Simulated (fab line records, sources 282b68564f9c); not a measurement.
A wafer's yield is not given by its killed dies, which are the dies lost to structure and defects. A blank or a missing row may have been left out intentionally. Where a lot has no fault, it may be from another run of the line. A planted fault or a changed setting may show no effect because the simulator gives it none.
Comparing a struck lot with a sound one || flow rit-cmos || 15 out of 202 route steps
Sound: these wafers, L562.1, L562.2, L562.5. Struck: wafer L577.5 (left out: L577.2, L577.6 of the same lot, which were not struck); the cause appears at the end.
Each step with rows lists, per side, the tool, then ch with its chambers, then its first start. Under that, the readings that differ: sound wafers || struck wafers || difference of the means || sigmas: that difference in standard deviations of wafers without a fault.
alike: words and numbers the same on both sides, and readings whose means are apart by under 2 such deviations; not compared: readings that were withheld, readings missing a value for some wafer, numbers with overlapping values and no deviation given by the record, and bounds like >300 which may hide the same value.
The two part at a step that has a row with sigmas, a row that says differs or no value, or rows on one side only. Non-overlapping numbers with no deviation appear without sigmas and do not part them. Lack of a reading on every wafer of one side parts them only where that side has two or more wafers.

RIT_M1_SPUTTER_00: material Al, target thk 400 nm, time 500 s.
  sound on pvd-sputter-02 at day 3 09:35; struck on pvd-sputter-01 at day 6 12:32
  alike: throttle-valve-pct
RIT_M1_RS_MEAS_01: uses a four-point probe to measure.
  sound on film-metro-03 at day 3 09:53; struck on film-metro-01 at day 6 12:50
{"reading": "M1_AL_RS (ohm/sq)", "sound": "0.0723 0.0728 0.0722", "struck": 0.0751, "difference": "+0.0027", "sigmas": "+4"}
RIT_M1_THK_MEAS_02: measures by xrf.
  sound on film-metro-03 at day 3 10:01; struck on film-metro-01 at day 6 12:57
{"reading": "M1_AL_THK (nm)", "sound": "404 401 404", "struck": 391, "difference": -12, "sigmas": -3}
then, 6 steps without rows for these wafers: RIT_M1_HMDS_03 (prime time 60 s); RIT_M1_COAT_04 (resist thk 1300 nm); RIT_M1_SOFTBAKE_05 (time 60 s); RIT_M1_EXPOSE_06 (exposes mask M12, target cd 2600 nm); RIT_M1_PEB_07; RIT_M1_DEVELOP_08 (develop time 68 s).
RIT_M1_CD_MEAS_09: target cd 2600 nm.
  sound on cd-sem-01 at day 3 10:57; struck on cd-sem-02 at day 6 14:00
  alike: cd-nm
RIT_M1_OVL_MEAS_10:
  sound on overlay-01 at day 3 11:04; struck on overlay-01 at day 6 14:07
  alike: M1_OVL
then, 1 step without rows for these wafers: RIT_M1_HARDBAKE_11 (time 120 s).
RIT_M1_METAL_ETCH_12: etches Al in Cl2/BCl3, stops on SiO2, time 165 s, target depth 600 nm.
  sound on rie-metal-04 ch 0,1, day 3 11:21; struck on rie-metal-04 ch 1, day 6 14:23
{"reading": "model.NOVOLAK_of_M1_COAT_04.thk-nm (nm)", "sound": "804.4 806.6 805.8", "struck": 695.1, "difference": -110.5, "sigmas": ""}
{"reading": "model.M1.feature-depth-nm (nm)", "sound": "438.7 436.3 439", "struck": 434.8, "difference": -3.2, "sigmas": ""}
{"reading": "model.SiO2_of_CONTACT_CVD_00.thk-nm (nm)", "sound": "364.3 363.6 366.8", "struck": 352.3, "difference": -12.6, "sigmas": ""}
  alike: drypump-motor-current-A, he-backside-leak-sccm, oes-product-au, throttle-valve-pct
  not compared: rf-hours-counter-h
then, 1 step without rows for these wafers: RIT_M1_STRIP_13 (strips in nmp, time 600 s).
RIT_M1_PROBE_99:
  sound on prober-01 at day 3 13:37; struck on prober-01 at day 6 16:50
{"reading": "model.etest.antenna-m1.vt-shift-v (V)", "sound": "-0.0093 -0.01068 -0.01027", "struck": -0.02179, "difference": -0.01171, "sigmas": ""}
  alike: defect-limited-yield, killed-at-contacts, killed-at-front-end, killed-dies, killed-open, killed-short, sort_bin_3_pad_short, sort_bin_5_function, sort_bin_6_memory, sort-n-pass, sort-yield-pct

## WHERE THEY PART
First at RIT_M1_RS_MEAS_01; last, within this record, at RIT_M1_THK_MEAS_02. Later steps at which nothing parts them and some readings are alike: RIT_M1_CD_MEAS_09, RIT_M1_OVL_MEAS_10, RIT_M1_METAL_ETCH_12, RIT_M1_PROBE_99.

WHY: what had been put in by the simulator
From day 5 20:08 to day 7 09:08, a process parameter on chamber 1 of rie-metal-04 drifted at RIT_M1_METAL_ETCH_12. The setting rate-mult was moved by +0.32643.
